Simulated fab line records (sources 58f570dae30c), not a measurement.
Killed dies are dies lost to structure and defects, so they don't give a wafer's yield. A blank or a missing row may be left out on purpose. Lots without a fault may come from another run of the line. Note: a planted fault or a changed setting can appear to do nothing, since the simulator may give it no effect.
The tool behind it: which one? ; flow berkeley_cmos170 ; 21 wafers from 7 lots sampled at 2 of the route's 331 steps

WHAT THE GAUGES SHOWED, per wafer
UCB170_M1_CD_MEAS_09: target cd 700 nm.
lot;measured;on;cd_nm (nm)
L973;day 7 15:19;cd_sem-01;700.8 701.1 700.1
L977;day 8 13:30;cd_sem-02;699.9 699.7 701.1
L976;day 8 16:35;cd_sem-01;700.3 700.6 701.2
L981;day 9 12:38;cd_sem-02;700.9 700.4 701.7
L983;day 10 11:58;cd_sem-02;697.8 698.4 699.2
L992;day 11 18:14;cd_sem-01;684.6 695.9 695.9
L994;day 11 19:35;cd_sem-01;697.6 698.6 698.4

WHICH TOOL RAN EACH LOT (tool, then ch and the chambers of the sampled wafers, then the start)
lot;UCB170_M1_EXPOSE_06
L973;krf_scanner-02 ch 0, day 7 14:22
L977;krf_scanner-01 ch 0, day 8 13:07
L976;krf_scanner-02 ch 0, day 8 15:29
L981;krf_scanner-02 ch 0, day 9 12:14
L983;krf_scanner-01 ch 0, day 10 11:07
L992;krf_scanner-02 ch 0, day 11 17:31
L994;krf_scanner-01 ch 0, day 11 19:12
- UCB170_M1_EXPOSE_06: exposes mask METAL1, target cd 700 nm.

THE ANSWER, worked out from the rows above alone
Rule: the lots themselves supply what counts as usual. Put in order of their means at a reading, lots are off if they are a third of the lots or fewer, leave a main group of 4 or more, and stand apart from it by a gap of 3 or more times the standard deviation of the main group's means; of several such gaps the widest counts. A main group whose means are all the same, to the digits that the tables above print for the reading, isn't used. Also off: a lot with no number at a reading for which 4 or more lots have one. The other lots that the step has rows for count as sound.
Off: L992 (UCB170_M1_CD_MEAS_09, cd_nm). The main group has a mean of 699.9 nm with a standard deviation of 1.1.
If a tool, at a process step before that reading, ran all the lots that are off and no sound lot after the first of them, it fits. Gauges at UCB170_M1_CD_MEAS_09: tried the same way as those tools. One fits: krf_scanner-02 at UCB170_M1_EXPOSE_06. A fault onset in the window from L981 (day 9 12:14, its last sound lot) to L992 (day 11 17:31, its first lot off) fits.

WHAT THE SIMULATOR PUT IN
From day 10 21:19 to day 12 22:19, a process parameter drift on krf_scanner-02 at UCB170_M1_EXPOSE_06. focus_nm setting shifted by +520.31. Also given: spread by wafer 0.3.
Lots struck among those shown: L992. The rule above reached the same finding.
